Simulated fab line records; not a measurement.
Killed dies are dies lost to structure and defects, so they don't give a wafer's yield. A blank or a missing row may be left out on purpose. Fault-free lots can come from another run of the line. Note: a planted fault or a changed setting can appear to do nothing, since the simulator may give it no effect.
A struck lot beside a sound one ; flow ritCmos ; 33 steps out of a route of 202
Sound: the wafers L323.1, L323.3, L323.4. Struck: wafers L328.2, L328.3, L328.5. At the end, the cause is stated.
Each step with rows lists, per side, the tool, then ch with its chambers, then its first start. Under that, the readings that differ: sound wafers ; struck wafers ; difference of the means ; sigmas: that difference in standard deviations of wafers without a fault.
alike: readings with means less than 2 such deviations apart, plus words and numbers identical on both sides. not compared: withheld readings, readings lacking a value on some wafer, bounds such as >300 that could conceal the same value, and numbers that have no deviation in the record and whose values overlap.
Wherever a step has rows on one side only, a row that says differs or no value, or a row with sigmas, the two part there. Numbers that have no deviation but don't overlap get no sigmas and don't part them. A reading missing from all wafers of one side parts the sides only when that side holds two or more wafers.

first, 2 steps without rows for these wafers: RIT_ACTIVE_CLEAN_17 (cleans in SC2, time 600 s); RIT_FOX1_OXIDATION_00 (target thk 350.7 nm, ox time 1130 s).
RIT_FOX1_THK_MEAS_01:
  sound on filmMetro-03, day 2 04:07; struck on filmMetro-02, day 3 07:22
  alike: FOX1_OXIDE_THK
then, 2 steps without rows for these wafers: RIT_FOX1_WET_ETCH_02 (etches SiO2 in BOE, target depth 350 nm, time 390 s); RIT_FOX2_OXIDATION_00 (target thk 350.7 nm, ox time 1130 s).
RIT_FOX2_THK_MEAS_01:
  sound on filmMetro-01, day 2 06:38; struck on filmMetro-03, day 3 10:46
  alike: FOX2_OXIDE_THK
then, 2 steps without rows for these wafers: RIT_FOX2_CLEAN_02 (cleans in dHF, time 180 s); RIT_FOX2_WET_ETCH_03 (etches Si3N4 in H3PO4, target depth 195 nm, time 2700 s).
RIT_FOX2_THK_MEAS_90:
  sound on filmMetro-03, day 2 07:31; struck on filmMetro-01, day 3 11:42
  alike: FIELD_OXIDE_LEFT_1_THK
then, 3 steps without rows for these wafers: RIT_NWELL_HMDS_00 (prime time 60 s); RIT_NWELL_COAT_01 (resist thk 1300 nm); RIT_NWELL_SOFTBAKE_02 (time 60 s).
RIT_NWELL_EXPOSE_03: exposes mask M2, target cd 43900 nm.
  sound on ilineStepper-01 ch 0, day 2 08:09; struck on ilineStepper-02 ch 0, day 3 12:21
reading;sound;struck;difference;sigmas
mask;M2#0 M2#0 M2#0;M3#0 M3#0 M3#0;differs;
  alike: focusOffsetNm
then, 2 steps without rows for these wafers: RIT_NWELL_PEB_04; RIT_NWELL_DEVELOP_05 (develop time 68 s).
RIT_NWELL_OVL_MEAS_06:
  sound on overlay-01, day 2 08:47; struck on overlay-01, day 3 12:46
reading;sound;struck;difference;sigmas
NWELL_OVL (nm);0.9 2.1 1.8;- - -;no value on the struck wafers;
then, 2 steps without rows for these wafers: RIT_NWELL_HARDBAKE_07 (time 120 s); RIT_NWELL_IMPLANT_08.
RIT_NWELL_STRIP_09: strips in O2, time 180 s.
  sound on plasmaAsher-02 ch 0,1, day 2 09:16; struck on plasmaAsher-01 ch 1, day 3 13:12
reading;sound;struck;difference;sigmas
drypumpMotorCurrentA (A);5.1 5.4 5.1;6.4 6.4 6.4;+1.2;+3
  alike: o2FlowSccm
  not compared: rfHoursCounterH
RIT_NWELL_TW_MEAS_10:
  sound on filmMetro-02, day 2 09:26; struck on filmMetro-02, day 3 13:23
reading;sound;struck;difference;sigmas
NWELL_TW;2127 2138 2135;30 30 30;-2103;-99 or more
then, 6 steps without rows for these wafers: RIT_PWELL_HMDS_00 (prime time 60 s); RIT_PWELL_COAT_01 (resist thk 1286 nm); RIT_PWELL_SOFTBAKE_02 (time 60 s); RIT_PWELL_EXPOSE_03 (exposes mask M3, target cd 43700 nm); RIT_PWELL_PEB_04; RIT_PWELL_DEVELOP_05 (develop time 68 s).
RIT_PWELL_OVL_MEAS_06:
  sound on overlay-01, day 2 10:23; struck on overlay-01, day 3 14:26
  alike: PWELL_OVL
then, 2 steps without rows for these wafers: RIT_PWELL_HARDBAKE_07 (time 120 s); RIT_PWELL_IMPLANT_08.
RIT_PWELL_STRIP_09: strips in O2, time 180 s.
  sound on plasmaAsher-01 ch 0,1, day 2 10:49; struck on plasmaAsher-01 ch 0,1, day 3 15:04
  alike: drypumpMotorCurrentA, o2FlowSccm
  not compared: rfHoursCounterH
RIT_PWELL_TW_MEAS_10:
  sound on filmMetro-02, day 2 10:59; struck on filmMetro-02, day 3 15:16
reading;sound;struck;difference;sigmas
PWELL_TW;949 950 951;2178 2177 2182;+1229;+99 or more
then, 1 step without rows for these wafers: RIT_WELLDRIVE_ANNEAL_00 (time 14700 s).
RIT_M1_PROBE_99:
  sound on prober-02, day 4 01:13; struck on prober-01, day 5 04:38
reading;sound;struck;difference;sigmas
killedAtFrontEnd;8 6 6;264 264 264;+257;+83
killedDies;9 6 6;264 264 264;+257;+83
killedOnRim;2 2 2;70 70 70;+68;+49
killedOpen;8 3 4;0 2 1;-4;-2
  alike: killed_at_M0_to_M3, killedAtContacts, killedShort

WHERE THEY PART
First at RIT_NWELL_EXPOSE_03; last, within this record, at RIT_M1_PROBE_99.

WHY: the cause the simulator had injected
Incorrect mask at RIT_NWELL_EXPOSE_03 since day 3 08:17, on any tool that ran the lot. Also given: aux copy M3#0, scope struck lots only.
